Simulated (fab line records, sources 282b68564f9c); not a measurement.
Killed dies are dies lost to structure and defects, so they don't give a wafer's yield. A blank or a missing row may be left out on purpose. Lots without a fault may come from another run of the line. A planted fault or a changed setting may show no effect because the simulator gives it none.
fab line records | flow rit_cmos
record lots=14 wafers=42 last_day=7
route steps=202 shown WELLDRIVE@50 NWELL@51 M1@202
lots that met no fault: from a run of the same line without faults
start_h: hours from the record's first day to the start of the lot's first wafer shown | wait_h: hours since the lot's step before | " the same as in the row above | L1.1+2: a row that stands for several wafers | - no value, or no start given | * or withheld: withheld | < > ~ a bound
route shown NAME@n: a module of which the file shows steps, and the number in the route of the first | usual: mean/standard deviation of fault-free wafers | same: alike in all rows | chamber/n: place in a boat | sites: the reading at each site | _std_site: their standard deviation | _edge_site: outer sites' mean less inner sites' | radius_mm: how far each site lies from the wafer's centre | mask NAME#n: copy n | behind: the tool/chamber that last shaped the wafer | hold: why the lot was held/for how many hours/how that ended | device: the transistor (n, p or np) that didn't switch | end of line: the same wafers' tests at the end of the route | a step without rows: its recipe alone | killed: dies lost to structure and defects at the first sort, not the wafer's yield | map: a wafer's dies, x killed, . not, _ none there
set.NAME: the setting as run; set.NAME@STEP: as run at that earlier step | model.NAME: the simulator's own value behind a step, which no gauge read
steps of the route over a sample of lots; a table a step, a row a wafer
services: from which hour (start_h, from the record's first day; less than 0 if before it) a tool's chamber was out of use, for how many hours, and why
## steps
# step RIT_WELLDRIVE_ANNEAL_00
# recipe temp_c=1100 time_s=14700 ambient=N2
# usual spike_tc_centre_C=1102.2/1.4 spike_tc_load_C=1129.2/2.1 spike_tc_source_C=1125.6/1.6 tube_center_temp_C=1100/0.097 tube_center_temp_C_max=1102.9/0.45 zone_power_centre_pct=48.8/0.97
# columns lot.wafer tool chamber start_h wait_h spike_tc_centre_C spike_tc_load_C spike_tc_source_C tube_center_temp_C tube_center_temp_C_max zone_power_centre_pct
L679.2 furnace-03 0 24.60 0.0 1101.1 1128.7 1128.4 1099.9 1102.9 47.4
L679.4 " 0 " " 1100.6 1127.4 1125.5 1100.1 1102.3 47.7
L679.6 " 0 " " 1101.3 1129.7 1127.7 1100 1103.1 48.8
L680.1 furnace-01 0 28.32 0.1 1099.1 1127.6 1125.0 1100 1102.7 50.1
L680.3 " 0 " " 1102.4 1126.4 1126.2 1100 1103.3 49.1
L680.5 " 0 " " 1100.1 1128.5 1123.4 1099.8 1103.0 50.0
L681.1 furnace-04 0 32.68 0.1 1102.2 1131.2 1125.8 1100 1102.8 49.0
L681.3 " 0 " " 1105.0 1132.3 1124.9 1100 1102.3 48.5
L681.6 " 0 " " 1103.5 1133.6 1125.7 1100.2 1102.5 48.7
L682.1 furnace-04 0 37.76 0.1 1102.6 1132.2 1127.3 1099.8 1103.4 48.5
L682.4 " 0 " " 1101.9 1130.0 1125.4 1100.1 1102.7 48.7
L682.5 " 0 " " 1104.6 1131.5 1124.0 1100.1 1103.4 49.3
L683.2 furnace-01 0 43.71 0.0 1101.0 1126.3 1126.0 1100 1103.2 50.0
L683.3 " 0 " " 1100.5 1126.7 1123.3 1099.9 1103.2 49.4
L683.5 " 0 " " 1102.0 1127.7 1125.7 1100.1 1103.2 49.9
L684.2 furnace-03 0 48.94 0.0 1101.8 1127.8 1128.2 1100 1103.0 48.2
L684.3 " 0 " " 1101.2 1129.2 1127.7 1100 1102.8 47.7
L684.5 " 0 " " 1100.8 1127.1 1126.6 1099.9 1102.4 47.5
L685.2 furnace-03 0 54.03 0.6 1101.5 1129.1 1128.3 1099.9 1103.6 47.6
L685.5 " 0 " " 1101.6 1129.0 1127.5 1100 1103.0 46.9
L685.6 " 0 " " 1101.1 1127.9 1128.1 1099.9 1102.2 47.4
L686.3 furnace-04 0 57.39 0.0 1103.0 1134.5 1124.8 1100 1102.2 48.6
L686.4 " 0 " " 1102.4 1133.6 1124.8 1100 1102.6 48.2
L686.6 " 0 " " 1104.8 1130.5 1125.4 1100.2 1103.5 49.1
L687.1 furnace-01 0 62.88 0.1 1099.5 1127.6 1123.4 1099.9 1103.0 48.7
L687.2 " 0 " " 1102.3 1127.8 1123.8 1099.9 1103.1 49.8
L687.6 " 0 " " 1100.8 1127.7 1125.3 1099.8 1103.6 49.6
L696.2 furnace-04 0 108.56 0.0 1044.6 1071.7 1063.3 1039.9 1042.5 45.5
L696.3 " 0 " " 1042.6 1068.4 1063.5 1040 1042.7 44.8
L696.6 " 0 " " 1043.3 1070.1 1064.7 1040.1 1043.2 45.6
L698.1 furnace-04 0 117.92 0.1 1043.1 1070.9 1063.5 1040 1042.8 46.1
L698.5 " 0 " " 1045.0 1071.0 1066.2 1040.1 1043.0 45.3
L698.6 " 0 " " 1043.0 1071.6 1062.8 1040 1042.5 46.0
L699.1 furnace-04 0 123.01 0.1 1041.5 1070.8 1064.2 1040.1 1043.5 45.2
L699.3 " 0 " " 1040.5 1071.6 1064.5 1039.9 1042.2 45.8
L699.6 " 0 " " 1043.9 1070.5 1063.8 1040 1042.9 44.7
L700.2 furnace-03 0 127.72 0.1 1101.4 1128.3 1126.1 1100.1 1102.5 48.6
L700.4 " 0 " " 1100.1 1129.0 1126.2 1100 1102.9 48.0
L700.5 " 0 " " 1102.5 1128.1 1129.4 1099.9 1102.6 48.6
L701.1 furnace-01 0 134.06 0.1 1103.2 1126.2 1125.3 1100.1 1102.7 49.9
L701.2 " 0 " " 1103.2 1126.3 1123.6 1099.9 1103.4 50.5
L701.4 " 0 " " 1101.8 1128.3 1125.0 1100.1 1103.1 49.1
# step RIT_WELLDRIVE_RS_MEAS_01
# recipe thk_meas_gauge=four-point-probe
# usual NWELL_RS=275.5/0.81
# columns lot.wafer tool chamber start_h wait_h hold NWELL_RS[ohm/sq]
L679.2 film_metro-04 - 29.70 0.0 - 275.6
L679.4 " - " " - 275.3
L679.6 " - " " - 274.8
L680.1 film_metro-04 - 33.40 0.0 - 274.2
L680.3 " - " " - 275.6
L680.5 " - " " - 274.7
L681.1 film_metro-02 - 37.76 0.0 - 274.4
L681.3 " - " " - 276.3
L681.6 " - " " - 275.3
L682.1 film_metro-04 - 42.85 0.0 - 275.5
L682.4 " - " " - 275.0
L682.5 " - " " - 275.1
L683.2 film_metro-01 - 48.82 0.0 - 275.6
L683.3 " - " " - 275.6
L683.5 " - " " - 277.0
L684.2 film_metro-02 - 54.05 0.0 - 273.9
L684.3 " - " " - 274.7
L684.5 " - " " - 274.3
L685.2 film_metro-01 - 59.13 0.0 - 275.9
L685.5 " - " " - 274.4
L685.6 " - " " - 275.4
L686.3 film_metro-01 - 62.51 0.0 - 275.6
L686.4 " - " " - 275.7
L686.6 " - " " - 275.3
L687.1 film_metro-04 - 67.97 0.0 - 275.0
L687.2 " - " " - 276.3
L687.6 " - " " - 276.8
L696.2 film_metro-01 - 113.66 0.0 await_dispo/0.2h/release 347.4
L696.3 " - " " await_dispo/0.2h/release 347.6
L696.6 " - " " await_dispo/0.2h/release 347.2
L696.2 film_metro-01 - 113.95 0.3 - 346.8
L696.3 " - " " - 347.3
L696.6 " - " " - 347.1
L698.1 film_metro-02 - 123.00 0.0 await_dispo/0.2h/release 346.0
L698.5 " - " " await_dispo/0.2h/release 345.3
L698.6 " - " " await_dispo/0.2h/release 346.3
L698.1 film_metro-02 - 123.29 0.3 - 345.8
L698.5 " - " " - 346.0
L698.6 " - " " - 346.7
L699.1 film_metro-04 - 128.09 0.0 await_dispo/0.2h/release 347.4
L699.3 " - " " await_dispo/0.2h/release 346.8
L699.6 " - " " await_dispo/0.2h/release 346.5
L699.1 film_metro-04 - 128.38 0.3 - 347.6
L699.3 " - " " - 346.6
L699.6 " - " " - 347.1
L700.2 film_metro-01 - 132.83 0.0 - 273.5
L700.4 " - " " - 274.1
L700.5 " - " " - 273.7
L701.1 film_metro-04 - 139.14 0.0 - 276.5
L701.2 " - " " - 275.1
L701.4 " - " " - 275.2
# step RIT_M1_PROBE_99
# usual defect_limited_yield=97.4/1.1 killed_at_contacts=0.1/0.24 killed_at_front_end=6.8/2.8 killed_dies=6.9/2.8 killed_open=3.3/1.9 killed_short=3.5/1.8 sort_bin_3_pad_short=0.1/0.22 sort_bin_5_function=1.4/0.76 sort_bin_6_memory=1.0/0.67 sort_n_pass=257.1/2.8 sort_yield_pct=97.4/1.1
# same gross_dies=264 killed_at_M0_to_M3=0 killed_at_M4_up=0 killed_at_back_side=0 killed_at_other=0
# columns lot.wafer tool chamber start_h wait_h defect_limited_yield[%] killed_at_contacts killed_at_front_end killed_dies killed_open killed_short sort_bin_3_pad_short[%] sort_bin_5_function[%] sort_bin_6_memory[%] sort_n_pass sort_yield_pct[%]
L684.2 prober-02 - 83.76 0.1 97.7 0 6 6 2 4 0.8 0.8 0.8 258.0 97.7
L684.3 prober-02 - 83.81 0.2 98.5 0 4 4 3 1 0 0.4 1.1 260.0 98.5
L684.5 prober-02 - 83.91 0.2 98.9 0 3 3 2 1 0 0.8 0.4 261.0 98.9
L685.2 prober-01 - 87.24 0.1 97.0 0 8 8 2 6 0.8 1.1 1.1 256.0 97.0
L685.5 prober-01 - 87.39 0.2 96.6 0 9 9 6 3 0 1.9 1.5 255.0 96.6
L685.6 prober-01 - 87.44 0.2 97.3 0 7 7 4 3 0 1.5 1.1 257.0 97.3
L686.3 prober-02 - 91.04 0.2 96.2 0 10 10 6 4 0.4 1.9 1.5 254.0 96.2
L686.4 prober-02 - 91.09 0.2 97.3 0 7 7 0 6 0 1.1 1.5 257.0 97.3
L686.6 prober-02 - 91.19 0.2 96.2 0 10 10 2 7 0.4 1.5 1.9 254.0 96.2
L700.2 prober-01 - 163.66 0.1 97.3 0 7 7 1 6 0.4 1.9 0.4 257.0 97.3
L700.4 prober-01 - 163.76 0.2 97.0 0 8 8 3 5 0 0.8 2.3 256.0 97.0
L700.5 prober-01 - 163.81 0.2 95.1 0 13 13 5 8 0.4 2.7 1.9 251.0 95.1
# killed by level:class
L684.2 FOX2:geometric_particle:short=2 GATE:geometric_particle:short=2 GATE:geometric_particle:open=1 SILICIDE:geometric_particle:open=1
L684.3 GATE:geometric_particle:short=1 GATE:geometric_particle:open=1 SPACER:geometric_particle:open=1 SILICIDE:geometric_particle:open=1
L684.5 FOX1:geometric_particle:short=1 FOX1:geometric_particle:open=1 FOX2:geometric_particle:open=1
L685.2 GATE:geometric_particle:short=4 FOX1:geometric_particle:short=1 FOX1:geometric_particle:open=1 GATE:geometric_particle:open=1 SPACER:geometric_particle:short=1
L685.5 GATE:geometric_particle:open=5 ACTIVE:geometric_particle:short=1 FOX2:geometric_particle:open=1 GATE:geometric_particle:short=1 SPACER:geometric_particle:short=1
L685.6 GATE:geometric_particle:short=3 FOX1:geometric_particle:open=1 GATE:geometric_particle:open=1 REOX:geometric_particle:open=1 SPACER:geometric_particle:open=1
L686.3 REOX:geometric_particle:open=3 SILICIDE:geometric_particle:short=2 SILICIDE:geometric_particle:open=2 GATE:geometric_particle:open=1 GATE:geometric_particle:short=1 REOX:geometric_particle:short=1
L686.4 REOX:geometric_particle:short=4 FOX2:geometric_particle:short=1 GATE:geometric_particle:short=1 NRETRO:coat_microbubble_printed=1
L686.6 GATE:geometric_particle:short=5 GATE:geometric_particle:open=1 REOX:geometric_particle:open=1 REOX:geometric_particle:short=1 SPACER:geometric_particle:short=1 NRETRO:coat_microbubble_printed=1
L700.2 GATE:geometric_particle:short=2 REOX:geometric_particle:short=2 SILICIDE:geometric_particle:short=2 SILICIDE:geometric_particle:open=1
L700.4 GATE:geometric_particle:short=3 GATE:geometric_particle:open=2 REOX:geometric_particle:short=1 SILICIDE:geometric_particle:open=1 SILICIDE:geometric_particle:short=1
L700.5 REOX:geometric_particle:short=3 SILICIDE:geometric_particle:short=3 GATE:geometric_particle:open=2 REOX:geometric_particle:open=2 FOX1:geometric_particle:short=1 GATE:geometric_particle:short=1 SILICIDE:geometric_particle:open=1
## services
# columns tool chamber start_h hours kind
furnace-01 - 4.59 4.0 pm
furnace-04 - 72.60 4.2 pm
furnace-03 - 74.59 3.4 pm
furnace-03 - 77.94 4.1 pm
## key
first_sign step=RIT_WELLDRIVE_ANNEAL_00 reading=tube_center_temp_C direction=down sigmas=99+ usual=* struck=*
effect step=RIT_WELLDRIVE_ANNEAL_00 reading=tube_center_temp_C_max direction=down sigmas=99+ usual=* struck=*
effect step=RIT_WELLDRIVE_RS_MEAS_01 reading=visit direction=added
effect step=RIT_WELLDRIVE_RS_MEAS_01 reading=NWELL_RS direction=up sigmas=88 usual=275.5 struck=346.7
met_at RIT_WELLDRIVE_ANNEAL_00
struck_lots L696,L698,L699
scrapped_behind RIT_WELLDRIVE_RS_MEAS_01 L696.2,L696.3,L696.6,L698.1,L698.5,L698.6,L699.1,L699.3,L699.6
fault kind=process_parameter_drift tool=furnace-04 chamber=- onset_h=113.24 steps=RIT_WELLDRIVE_ANNEAL_00 channel=temp_c offset=* shape=step end_h=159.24 acts_in=* stated=*
